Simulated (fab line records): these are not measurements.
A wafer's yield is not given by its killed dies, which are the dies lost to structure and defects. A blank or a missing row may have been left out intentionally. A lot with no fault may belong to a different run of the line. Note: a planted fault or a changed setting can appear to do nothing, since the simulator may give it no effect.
One fault seen from 2 desks | flow rit cmos | each desk has only its own numbers; what lay behind them comes last

## TOOL OWNER'S DESK, implanter-03
RIT_NWELL_IMPLANT_08, tool's own readings: per-lot mean of the sampled wafers with a number, covering each lot this tool ran. Marked OUT: a lot whose mean sits more than 4 standard deviations from the usual mean, which makes it out of limits; the brackets give that distance.
Columns: A = beam energy keV at RIT_NWELL_IMPLANT_08, usual 170.00; B = tilt deg at RIT_NWELL_IMPLANT_08, usual 6.999 degrees
lot  | first seen here | A      | B
L306 | day 1 21:02     | 170.05 | 6.994
L319 | day 4 16:24     | 170.07 | 5.952 (-52) OUT
L324 | day 5 15:13     | 169.98 | 5.970 (-51) OUT
This desk finds L319, L324 out of limits, L319 being first, at day 4 16:24 (tilt deg at RIT_NWELL_IMPLANT_08). In limits: L306.

## AT THE METROLOGY DESK
Lot by lot, what the gauges showed, no matter which tool ran the lot: averages of those sampled wafers that carry a number. Marked OUT: a lot whose mean sits more than 4 standard deviations from the usual mean, which makes it out of limits; the brackets give that distance.
Columns: A = FOX2_OXIDE_THK at RIT_FOX2_THK_MEAS_01, usual 353 nm; B = FIELD_OXIDE_LEFT_1_THK at RIT_FOX2_THK_MEAS_90, usual 326 nm; C = NWELL_OVL at RIT_NWELL_OVL_MEAS_06, usual 0.4 nm
lot  | first seen here | A   | B   | C
L306 | day 1 18:41     | 349 | 322 | 0.1
L314 | day 3 10:30     | 360 | 332 | 0.4
L319 | day 4 14:01     | 344 | 317 | -0.0
L324 | day 5 13:07     | 351 | 324 | 2.4
L327 | day 6 03:22     | 362 | 335 | -1.3
L328 | day 6 09:23     | 355 | 327 | 0.4
Finding of this desk: none of the 6 lots has anything out of limits.

## TAKEN TOGETHER
At day 4 16:24, on L319, L324, the tool owner's desk was in a position to raise an alarm.
From the metrology desk's view, nothing was out of limits.
The metrology desk has L319, L324 on record, within its limits.
All the named lots went through RIT_NWELL_IMPLANT_08 on implanter-03.

## WHAT THE SIMULATOR PUT IN
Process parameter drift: implanter-03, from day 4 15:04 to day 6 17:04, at RIT_NWELL_IMPLANT_08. Setting tilt deg shifted by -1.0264 from 7. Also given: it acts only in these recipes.
Struck lots among those shown: L319, L324.
How many hours passed from the start of the fault until each desk's first out-of-limits reading: the tool owner's desk, 1.
